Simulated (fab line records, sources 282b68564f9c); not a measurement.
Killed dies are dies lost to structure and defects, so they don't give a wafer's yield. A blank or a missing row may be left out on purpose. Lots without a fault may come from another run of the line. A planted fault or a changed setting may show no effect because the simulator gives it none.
Problem report in the 8D (eight disciplines) form, filled by code | flow rit_cmos | the parts of the form that need people (team, actions taken, sign-off) are left out

1. THE PROBLEM
chamber_pressure_mTorr at RIT_ACTIVE_ETCH_13 reads a mean of 208.00 mTorr on 6 wafers of 2 lots; wafers without a fault read 260.00 mTorr with a standard deviation of 0.22. That is -99 or more standard deviations from the usual mean.
The step: etches Si3N4 in SF6, stops on SiO2, time 210 s, target depth 210 nm.
First seen on wafer L256.1, day 3 19:40, on rie_diel-03. The record holds 18 wafers of 6 lots with a number at this step. Rule for "out", or "out of limits": more than 4 standard deviations from the usual mean. The other wafers with a number count as sound.

2. WHAT IT IS AND WHAT IT IS NOT
question                    | is                     | is not
which readings at this step | chamber_pressure_mTorr | drypump_motor_current_A, throttle_valve_pct
which lots                  | L256, L258             | L248, L253, L263, L268
which wafers of those lots  | all that have a number | -
read on which tools         | rie_diel-03            | rie_diel-02, rie_diel-04
when                        | from day 3 19:40       | up to then (6 sound wafers); but 6 sound wafers of L263, L268 came after

3. SUSPECTS, AND WHAT RULES EACH OUT
Counting: a tool at a process step up to the reading stays a suspect if it ran every lot that is out and no sound lot after the first of them.
- rie_diel-03 at RIT_ACTIVE_ETCH_13 (etches Si3N4 in SF6, stops on SiO2, time 210 s, target depth 210 nm): kept. It ran every lot that is out, first L256 (day 3 19:40), and no sound lot after that; its last sound lot up to then is L253 (day 3 03:49). Its own readings are out on those wafers: chamber_pressure_mTorr.
Left after counting: rie_diel-03 at RIT_ACTIVE_ETCH_13.

4. THE CAUSE (what the simulator had put in)
Process parameter drift: rie_diel-03, from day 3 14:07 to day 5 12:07, at RIT_ACTIVE_ETCH_13. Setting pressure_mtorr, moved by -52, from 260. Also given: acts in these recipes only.
Counting left only this tool.

5. THE CHAIN OF EFFECTS, in route order
Each row: a reading whose mean over the struck wafers that have a number lies more than 3 standard deviations from the usual. Only readings for which the record gives a usual standard deviation are gone through. hours: the time from each lot's start at the first step in this table that gives one to its start at this step, as a median over the lots. sigmas: the change in usual standard deviations.
hours | step               | reading                | usual        | on struck wafers | change | sigmas
0     | RIT_ACTIVE_ETCH_13 | chamber_pressure_mTorr | 260.00 mTorr | 208.00           | -52.00 | -99 or more
The process steps in it:
- RIT_ACTIVE_ETCH_13: etches Si3N4 in SF6, stops on SiO2, time 210 s, target depth 210 nm.

6. WHAT WOULD HAVE CAUGHT IT SOONER
In this record the first reading out of limits was taken at day 3 19:40, 6 hours after the fault began at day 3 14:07.
